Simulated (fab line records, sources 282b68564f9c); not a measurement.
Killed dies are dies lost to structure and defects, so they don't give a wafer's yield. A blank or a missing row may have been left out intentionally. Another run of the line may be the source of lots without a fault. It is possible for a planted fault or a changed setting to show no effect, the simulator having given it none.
8D (eight disciplines) problem report, filled in by code -- flow rit_cmos -- the parts of the form that need people (team, actions taken, sign-off) are left out

1. PROBLEM STATEMENT
Mean of cd_nm at RIT_M1_CD_MEAS_09: 2612.7 nm across 6 wafers in 2 lots; on wafers with no fault it is 2599.6 nm (standard deviation 1.7). Relative to the usual mean, that is a shift of +7.7 standard deviations.
The step: target cd 2600 nm.
Seen first at day 7 10:22 on cd_sem-02, wafer L894.3. Wafers with a number at this step in the record: 42, from 14 lots. Rule for "out" (also "out of limits"): further than 4 standard deviations from the usual mean. The other wafers with a number count as sound.

2. WHAT IT IS, WHAT IT ISN'T
question,is,is not
which readings at this step,cd_nm,-
which lots,"L894, L895","L874, L875, L877, L878, L879, L880, L882, L883, L885, L887, L891, L897"
which wafers of those lots,all that have a number,-
read on which gauges,cd_sem-02,cd_sem-01
when,from day 7 10:22,up to then (33 sound wafers); but 3 sound wafers of L897 came after

3. THE SUSPECTS, EACH WITH WHAT RULES IT OUT
Counting: a tool at any process step up to the reading remains a suspect when it ran all the lots that are out and ran no sound lot after the first of those.
- ruled out: the gauge at RIT_M1_CD_MEAS_09. All the wafers that are out were read on cd_sem-02, but those of them that RIT_M1_COAT_04 has rows for are out there too, on other tools.
- litho_track-01 at RIT_M1_COAT_04 (resist thk 1300 nm): kept. It processed each lot that is out, first L894 at day 7 09:38, and no sound lot thereafter; up to then, the last sound lot it processed was L891 at day 6 18:19. On those wafers its own readings are out: spin_speed_rpm.
After counting, what remains is litho_track-01 at RIT_M1_COAT_04.

4. THE CAUSE (what the simulator had put in)
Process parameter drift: litho_track-01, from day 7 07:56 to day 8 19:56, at RIT_M1_COAT_04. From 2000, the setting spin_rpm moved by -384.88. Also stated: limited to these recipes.
Only this tool survived the counting.

5. THE EFFECT CHAIN, in route order
Rows list readings where the struck wafers' mean (over those with a number) sits beyond 3 standard deviations from the usual. Only readings whose record carries a usual standard deviation are examined. hours: median over the lots of the time between each lot's start at the first step of this table that gives one and its start at this step. sigmas: the change, counted in usual standard deviations.
hours,step,reading,usual,on struck wafers,change,sigmas
0,RIT_M1_COAT_04,spin_speed_rpm,1999.9 rpm,1614.8,-385.1,-99 or more
1,RIT_M1_CD_MEAS_09,cd_nm,2599.6 nm,2612.7,+13.1,+7.7
Its process steps:
- RIT_M1_COAT_04: resist thk 1300 nm.

6. HOW IT WOULD HAVE BEEN CAUGHT EARLIER
Counted from the fault's start at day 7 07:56, it took 2 hours until the first out-of-limits reading at a measuring or inspecting step in this record, taken at day 7 10:22.
At RIT_M1_COAT_04, the tool's own readings (spin_speed_rpm) were out on each struck wafer the step has a row for, so an alarm limit on them would have fired on the first such wafer.
L895, from the lots that are out (2), started RIT_M1_COAT_04 on litho_track-01 later than day 7 10:22. Had the tool been put on hold then, it would have been spared.
